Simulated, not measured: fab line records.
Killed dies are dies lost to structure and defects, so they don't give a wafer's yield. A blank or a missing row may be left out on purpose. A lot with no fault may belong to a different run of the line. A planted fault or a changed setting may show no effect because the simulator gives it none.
8D (eight disciplines) problem report, filled in by code + flow berkeley-cmos170 + the parts of the form that need people (team, actions taken, sign-off) are left out

## 1. THE ISSUE
Across 6 wafers from 2 lots, PSD_TW at UCB170_PSD_TW_MEAS_10 averages 2274, while fault-free wafers read 2337 with a standard deviation of 13. That puts it -4.8 standard deviations away from the usual mean.
The first sign was on wafer L338.1 at day 9 16:35, on film-metro-04. At this step, 42 wafers from 14 lots have a number in the record. Rule for "out" (also "out of limits"): further than 4 standard deviations from the usual mean. The rest of the wafers with a number are treated as sound.

## 2. WHAT THIS IS AND IS NOT
| question                    | is                     | is not                                                                 |
|-----------------------------|------------------------|------------------------------------------------------------------------|
| which readings at this step | PSD_TW                 | -                                                                      |
| which lots                  | L338, L343             | L323, L324, L325, L326, L327, L328, L329, L330, L331, L333, L334, L341 |
| which wafers of those lots  | all that have a number | -                                                                      |
| read on which gauges        | film-metro-04          | film-metro-01, film-metro-03                                           |
| when                        | from day 9 16:35       | up to then (33 sound wafers); but 3 sound wafers of L341 came after    |

## 3. THE SUSPECTS, EACH WITH WHAT RULES IT OUT
Counting: a tool at any process step up to the reading remains a suspect when it ran all the lots that are out and ran no sound lot after the first of those.
- the gauge at UCB170_PSD_TW_MEAS_10 has been ruled out. All the wafers that are out were read on film-metro-04, but those of them that UCB170_PSD_IMPLANT_08 has rows for are out there too, on other tools.
- implanter-01 at UCB170_PSD_IMPLANT_08: kept. All lots that are out passed through it, beginning with L338 at day 9 16:20, and no sound lot followed; its final sound lot before that point was L333 at day 8 20:43. Out on those wafers are its own readings of beam-energy-keV.
- plasma-asher-03 at UCB170_PSD_STRIP_09 (strips in O2): kept. All lots that are out passed through it, beginning with L338 at day 9 16:29, and no sound lot followed; its final sound lot before that point was L331 at day 8 08:40. Out on those wafers are its own readings of strip-time-to-endpoint-s.
The count leaves plasma-asher-03 at UCB170_PSD_STRIP_09 and implanter-01 at UCB170_PSD_IMPLANT_08.

## 4. THE CAUSE (what the simulator had put in)
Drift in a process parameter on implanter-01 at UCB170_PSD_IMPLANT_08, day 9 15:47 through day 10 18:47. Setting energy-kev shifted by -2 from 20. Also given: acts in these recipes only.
This tool is one of the 2 suspects left after counting.

## 5. THE CHAIN OF EFFECTS, in route order
Each row: a reading whose mean over the struck wafers that have a number lies more than 3 standard deviations from the usual. Readings are gone through only where the record gives a usual standard deviation; hours: the median, over the lots, of the time from a lot's start at the first step in this table giving one to that lot's start at this step; sigmas: the change measured in usual standard deviations.
| hours | step                       | reading                  | usual       | on struck wafers | change | sigmas      |
|-------|----------------------------|--------------------------|-------------|------------------|--------|-------------|
| 0     | UCB170_PSD_IMPLANT_08      | beam-energy-keV          | 20.000      | 18.003           | -1.997 | -99 or more |
| 0     | UCB170_PSD_STRIP_09        | strip-time-to-endpoint-s | 29.41 s     | 28.50            | -0.91  | -12         |
| 0     | UCB170_PSD_TW_MEAS_10      | PSD_TW                   | 2337        | 2274             | -63    | -4.8        |
| 10    | UCB170_SDANNEAL_RS_MEAS_02 | PSD_RS                   | 75.5 ohm/sq | 76.9             | +1.4   | +4.5        |
It contains these process steps:
- UCB170_PSD_IMPLANT_08
- UCB170_PSD_STRIP_09: strips in O2.
At these later measuring or inspecting steps, every struck wafer for which the step has a row has a number for every such reading, and none has moved that far: UCB170_NSD_TW_MEAS_10.

## 6. WHAT WOULD HAVE CAUGHT IT SOONER
In this record the first reading out of limits at a measuring or inspecting step was taken at day 9 16:35, 1 hour after the fault began at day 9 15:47.
At UCB170_PSD_IMPLANT_08, the tool's own readings (beam-energy-keV) were out on each struck wafer the step has a row for, so an alarm limit on them would have fired on the first such wafer.
Of the lots that are out (2), L343 began UCB170_PSD_IMPLANT_08 on implanter-01 after day 9 16:35. A hold on the tool at that time would have spared it.
